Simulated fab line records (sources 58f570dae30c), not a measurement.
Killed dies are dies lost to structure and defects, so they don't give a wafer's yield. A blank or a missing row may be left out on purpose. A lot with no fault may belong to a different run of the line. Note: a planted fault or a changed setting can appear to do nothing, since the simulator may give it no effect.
Which tool did it? ; flow berkeley_cmos170 ; 6 lots, 18 wafers sampled, at 2 steps of a route of 331

WHAT THE GAUGES READ, wafer by wafer
UCB170_NWELL_TW_MEAS_16.
lot;measured;on;NWELL_TW
L112;day 4 10:38;film_metro-02;400 391 410
L115;day 4 23:34;film_metro-01;1241 1247 1245
L117;day 5 11:38;film_metro-01;1249 1249 1244
L120;day 6 03:49;film_metro-01;1245 1248 1245
L123;day 6 14:58;film_metro-02;1240 1244 1245
L125;day 7 09:43;film_metro-02;1240 1245 1246

TOOL THAT RAN EACH LOT (tool first, then ch and the chambers of the sampled wafers, then the start)
lot;UCB170_NWELL_DEVELOP_11
L112;litho_track-03 ch 0, day 4 10:00
L115;litho_track-01 ch 0, day 4 23:00
L117;litho_track-01 ch 0, day 5 11:00
L120;litho_track-01 ch 0, day 6 03:00
L123;litho_track-01 ch 0, day 6 14:00
L125;litho_track-01 ch 0, day 7 09:00
- UCB170_NWELL_DEVELOP_11: develop time 45 s.

THE ANSWER, worked out from the rows above alone
Rule: the lots themselves supply what counts as usual. Put in order of their means at a reading, lots are off if they are a third of the lots or fewer, leave a main group of 4 or more, and stand apart from it by a gap of 3 or more times the standard deviation of the main group's means; of several such gaps the widest counts. The tables above print the reading to a certain number of digits; a main group whose means all agree to those digits is not used. Also off: a lot with no number at a reading for which 4 or more lots have one. Any other lot the step has rows for is counted as sound.
Off: at UCB170_NWELL_TW_MEAS_16 (NWELL_TW), L112. Main group: mean 1245, sd 1.6.
If a tool, at a process step before that reading, ran all the lots that are off and no sound lot after the first of them, it fits. Gauges at UCB170_NWELL_TW_MEAS_16: tried the same way as those tools. One candidate fits, namely litho_track-03 at UCB170_NWELL_DEVELOP_11. It ran no sound lot before its first lot that is off in this sample, so the start can't be narrowed down.

WHAT WAS PUT IN BY THE SIMULATOR
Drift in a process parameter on litho_track-03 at UCB170_NWELL_DEVELOP_11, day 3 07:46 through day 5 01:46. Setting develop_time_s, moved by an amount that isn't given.
Shown lots that were struck: L112. The same result came from the rule above.
